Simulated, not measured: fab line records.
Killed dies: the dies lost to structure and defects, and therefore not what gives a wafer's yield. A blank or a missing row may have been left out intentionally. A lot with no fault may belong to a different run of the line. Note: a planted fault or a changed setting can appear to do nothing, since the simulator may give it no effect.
The tool behind it: which one?	flow berkeley cmos170	42 wafers from 14 lots sampled at 6 of the route's 331 steps

WHAT THE GAUGES SHOWED, per wafer
UCB170_START_BOW_MEAS_00.
lot	measured	on	INCOMING_BOW (um)
L182	day 1 10:02	film metro-04	5 -5 5
L184	day 1 20:00	film metro-04	-1 1 -4
L185	day 2 01:00	film metro-01	0 1 0
L186	day 2 06:00	film metro-04	12 -2 6
L193	day 3 17:01	film metro-02	-4 -11 14
L194	day 3 22:02	film metro-04	4 -8 2
L196	day 4 08:04	film metro-04	-4 2 -13
L199	day 4 23:01	film metro-02	-6 4 -2
L200	day 5 04:01	film metro-01	2 -7 -3
L201	day 5 09:03	film metro-02	-5 -4 -7
L202	day 5 14:00	film metro-02	3 0 -9
L203	day 5 19:01	film metro-01	-9 -6 2
L204	day 6 00:00	film metro-02	-6 2 -3
L205	day 6 05:00	film metro-02	1 4 3

UCB170_PWELL_THK_MEAS_06.
lot	measured	on	PWELL_NITRIDE_THK (nm)
L182	day 3 06:50	film metro-04	219.3 218.5 216.8
L184	day 4 01:59	film metro-04	222.2 220.1 221.2
L185	day 4 01:59	film metro-03	219.4 220.4 219.5
L186	day 4 06:17	film metro-03	219.6 219.9 220.0
L193	day 5 11:41	film metro-03	258.6 258.5 257.2
L194	day 5 11:42	film metro-04	257.7 258.6 259.5
L196	day 5 22:01	film metro-02	221.9 220.3 221.8
L199	day 6 20:39	film metro-04	221.0 221.2 220.4
L200	day 6 20:39	film metro-03	225.2 223.6 224.9
L201	day 7 06:25	film metro-02	222.4 221.6 224.0
L202	day 7 19:05	film metro-03	219.6 220.8 217.8
L203	day 8 01:21	film metro-04	220.3 221.8 219.3
L204	day 8 01:20	film metro-03	220.7 220.1 220.6
L205	day 8 10:43	film metro-04	220.7 220.6 221.0

UCB170_PWELL_TW_MEAS_17.
lot	measured	on	PWELL_TW
L182	day 3 10:10	film metro-02	377 379 380
L184	day 4 07:28	film metro-02	379 380 379
L185	day 4 07:16	film metro-04	385 384 384
L186	day 4 08:31	film metro-04	384 384 384
L193	day 5 14:38	film metro-03	388 387 386
L194	day 5 14:34	film metro-04	387 386 388
L196	day 5 23:26	film metro-02	376 379 380
L199	day 6 22:37	film metro-02	377 379 376
L200	day 6 22:43	film metro-04	386 385 387
L201	day 7 08:17	film metro-03	387 386 386
L202	day 7 20:32	film metro-02	378 381 379
L203	day 8 03:29	film metro-03	385 387 385
L204	day 8 03:54	film metro-03	386 386 386
L205	day 8 13:19	film metro-04	386 384 384

UCB170_ACTIVE_THK_MEAS_06.
lot	measured	on	ACTIVE_NITRIDE_THK (nm)
L182	day 4 12:29	film metro-04	222.1 223.2 221.8
L184	day 5 06:26	film metro-04	220.9 221.1 219.7
L185	day 5 06:26	film metro-02	219.2 217.3 218.4
L186	day 5 11:52	film metro-04	222.0 222.0 222.8
L193	day 7 02:35	film metro-02	219.6 221.2 220.3
L194	day 7 02:32	film metro-01	220.2 220.8 220.8
L196	day 7 12:05	film metro-01	221.6 220.7 221.4
L199	day 8 08:48	film metro-04	221.7 222.6 222.4
L200	day 8 08:48	film metro-02	223.0 223.6 221.8
L201	day 9 00:28	film metro-01	221.9 220.3 221.7
L202	day 9 07:25	film metro-01	221.0 221.1 220.7
L203	day 9 13:50	film metro-01	219.2 219.6 219.4
L204	day 9 13:50	film metro-02	217.8 219.4 219.1
L205	day 10 02:52	film metro-04	219.2 219.7 221.9

TOOL THAT RAN EACH LOT (tool first, then ch and the chambers of the sampled wafers, then the start)
lot	UCB170_PWELL_CVD_05	UCB170_PWELL_ETCH_14
L182	lpcvd-01 ch 0, day 3 04:54	rie diel-01 ch 0,2,3, day 3 09:48
L184	lpcvd-02 ch 1, day 3 23:07	rie diel-04 ch 0,1,3, day 4 07:07
L185	lpcvd-02 ch 1, day 3 23:07	rie diel-01 ch 0,2,3, day 4 06:55
L186	lpcvd-01 ch 0, day 4 04:23	rie diel-04 ch 0,1,3, day 4 08:10
L193	lpcvd-01 ch 0, day 5 09:44	rie diel-02 ch 0,2, day 5 14:14
L194	lpcvd-01 ch 0, day 5 09:44	rie diel-04 ch 2,3, day 5 14:12
L196	lpcvd-02 ch 0, day 5 20:04	rie diel-02 ch 0,1,2, day 5 23:03
L199	lpcvd-02 ch 0, day 6 18:43	rie diel-01 ch 0,2,3, day 6 22:16
L200	lpcvd-02 ch 0, day 6 18:43	rie diel-04 ch 0,2,3, day 6 22:22
L201	lpcvd-02 ch 0, day 7 04:28	rie diel-01 ch 1,2,3, day 7 07:55
L202	lpcvd-02 ch 0, day 7 17:10	rie diel-01 ch 1,2, day 7 20:02
L203	lpcvd-02 ch 1, day 7 23:25	rie diel-02 ch 0,1,2, day 8 03:08
L204	lpcvd-02 ch 0, day 7 23:25	rie diel-04 ch 2,3, day 8 03:24
L205	lpcvd-01 ch 1, day 8 08:47	rie diel-04 ch 1,2,3, day 8 12:58
- UCB170_PWELL_CVD_05: deposits Si3N4 from SiH2Cl2/NH3, target thk 220 nm, time 3300 s.
- UCB170_PWELL_ETCH_14: etches Si3N4 in CH3F/Ar/O2, stops on SiO2, target depth 242 nm, time 151 s.

AS READ BY THE TOOLS THEMSELVES (means over the sampled wafers that have a number; for cases with no such wafer, the mark the record gives instead)
UCB170_PWELL_CVD_05.
lot	tool	spike tc centre C (C)	spike tc load C (C)	susceptor temp C (C)
L182	lpcvd-01	804.6	824.7	800.3
L184	lpcvd-02	803.3	825.8	799.7
L185	lpcvd-02	803.0	825.5	800.2
L186	lpcvd-01	804.3	823.7	800.1
L193	lpcvd-01	813.4	833.4	808.8
L194	lpcvd-01	812.8	833.6	808.8
L196	lpcvd-02	800.8	826.1	800.3
L199	lpcvd-02	800.9	825.8	800.2
L200	lpcvd-02	800.9	825.4	800.2
L201	lpcvd-02	800.4	825.4	800.0
L202	lpcvd-02	801.8	825.6	799.9
L203	lpcvd-02	802.6	825.8	799.8
L204	lpcvd-02	801.8	825.6	800.0
L205	lpcvd-01	801.1	819.8	800.1

UCB170_PWELL_ETCH_14.
lot	tool	drypump motor current A (A)	oes product au (a.u.)	throttle valve pct (%)
L182	rie diel-01	5.7	0.930	7.99
L184	rie diel-04	5.7	0.932	8.09
L185	rie diel-01	5.7	0.931	7.99
L186	rie diel-04	5.6	0.929	8.10
L193	rie diel-02	5.6	0.992	8.04
L194	rie diel-04	6.0	1.000	8.16
L196	rie diel-02	5.7	0.945	8.12
L199	rie diel-01	5.8	0.933	7.98
L200	rie diel-04	5.8	0.955	8.07
L201	rie diel-01	6.0	0.938	7.93
L202	rie diel-01	6.1	0.937	7.94
L203	rie diel-02	5.7	0.945	8.13
L204	rie diel-04	6.2	0.942	8.16
L205	rie diel-04	5.8	0.935	8.18

THE ANSWER, worked out from the rows above alone
Rule: the lots themselves supply what counts as usual. Put in order of their means at a reading, lots are off if they are a third of the lots or fewer, leave a main group of 4 or more, and stand apart from it by a gap of 3 or more times the standard deviation of the main group's means; of several such gaps the widest counts. The tables above print the reading to a certain number of digits; a main group whose means all agree to those digits is not used. A lot without any number at a reading at which 4 lots or more have one is off too. The other lots that the step has rows for count as sound. After the gauges, taken in route order, come the tools' own readings; for these a lot's mean is taken, as printed above. At the first step where some lot is off, the reading lying furthest off is the one used; lots without a number count as furthest.
Off: L193, L194, seen at UCB170_PWELL_THK_MEAS_06 (PWELL_NITRIDE_THK). For the main group the mean is 220.8 nm and the standard deviation 1.6.
A tool fits if, at a process step before that reading, it ran every lot that is off, and no sound lot after the first of them. The gauges at UCB170_PWELL_THK_MEAS_06 aren't tried: what is off there is off at UCB170_PWELL_CVD_05 too, on other tools, and a gauge's error can't cause that. No candidate that was tried fits.

WHAT HAD BEEN PUT IN BY THE SIMULATOR
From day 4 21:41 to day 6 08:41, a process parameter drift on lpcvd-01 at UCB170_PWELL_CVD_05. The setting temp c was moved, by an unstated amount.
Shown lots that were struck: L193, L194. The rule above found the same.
